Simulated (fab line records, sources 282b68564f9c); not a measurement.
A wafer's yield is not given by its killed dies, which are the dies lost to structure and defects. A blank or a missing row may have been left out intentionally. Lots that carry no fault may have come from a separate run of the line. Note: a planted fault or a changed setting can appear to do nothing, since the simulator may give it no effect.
Problem report, 8D (eight disciplines) form, completed by code	flow rit-cmos	the parts of the form that need people (team, actions taken, sign-off) are left out

== 1. THE ISSUE ==
Wafers without a fault read 52.02 W with a standard deviation of 0.064, while heater-power-total-W at RIT_M1_HARDBAKE_11 averages 53.46 W across 3 wafers of 1 lot. That puts it +22 standard deviations away from the usual mean.
The step: time 120 s.
The first sign was on wafer L679.2 at day 5 05:19, on litho-track-02. The record has a number at this step for 39 wafers belonging to 13 lots. Rule for "out", or "out of limits": more than 4 standard deviations from the usual mean. The other wafers with a number count as sound.

== 2. WHAT IT IS AND WHAT IT IS NOT ==
question	is	is not
which readings at this step	heater-power-total-W, plate-temp-C	chill-plate-temp-C
which lots	L679	L671, L672, L674, L681, L682, L685, L687, L688, L689, L690, L691, L692
which wafers of those lots	all that have a number	-
read on which tools	litho-track-02	litho-track-01, litho-track-03
when	from day 5 05:19	up to then (9 sound wafers); but 27 sound wafers of L681, L682, L685, L687, L688, L689, L690, L691, L692 came after

== 3. WHAT RULES OUT EACH SUSPECT ==
Counting: any tool at a process step up to the reading is kept as a suspect provided that every lot that is out went through it and no sound lot did after the first of them.
- litho-track-02 at RIT_M1_HARDBAKE_11 (time 120 s): kept. It ran the lot that is out, L679 (day 5 05:19), and no sound lot after that; its last sound lot up to then is L674 (day 4 02:58). Its own readings are out on those wafers: heater-power-total-W, plate-temp-C.
Remaining after the count: litho-track-02 at RIT_M1_HARDBAKE_11.

== 4. THE CAUSE (what the simulator had put in) ==
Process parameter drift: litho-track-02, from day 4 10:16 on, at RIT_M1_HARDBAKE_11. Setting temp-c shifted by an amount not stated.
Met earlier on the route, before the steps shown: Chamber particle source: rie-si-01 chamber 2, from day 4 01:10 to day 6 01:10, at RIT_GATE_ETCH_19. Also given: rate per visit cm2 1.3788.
Counting left only this tool.

== 5. THE CHAIN OF EFFECTS, in route order ==
Rows list readings where the struck wafers' mean (over those with a number) sits beyond 3 standard deviations from the usual. Scope: only readings with a usual standard deviation given in the record; hours: median across lots of the time from each lot's start at the first step in this table that gives one to its start at this step; sigmas: change in usual standard deviations.
hours	step	reading	usual	on struck wafers	change	sigmas
0	RIT_M1_HARDBAKE_11	heater-power-total-W	52.02 W	53.46	+1.44	+22
0	RIT_M1_HARDBAKE_11	plate-temp-C	140.01 C	142.85	+2.84	+20
It contains these process steps:
- RIT_M1_HARDBAKE_11: time 120 s.

== 6. WHAT WOULD HAVE CAUGHT IT SOONER ==
In this record the first reading out of limits was taken at day 5 05:19, 19 hours after the fault began at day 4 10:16.
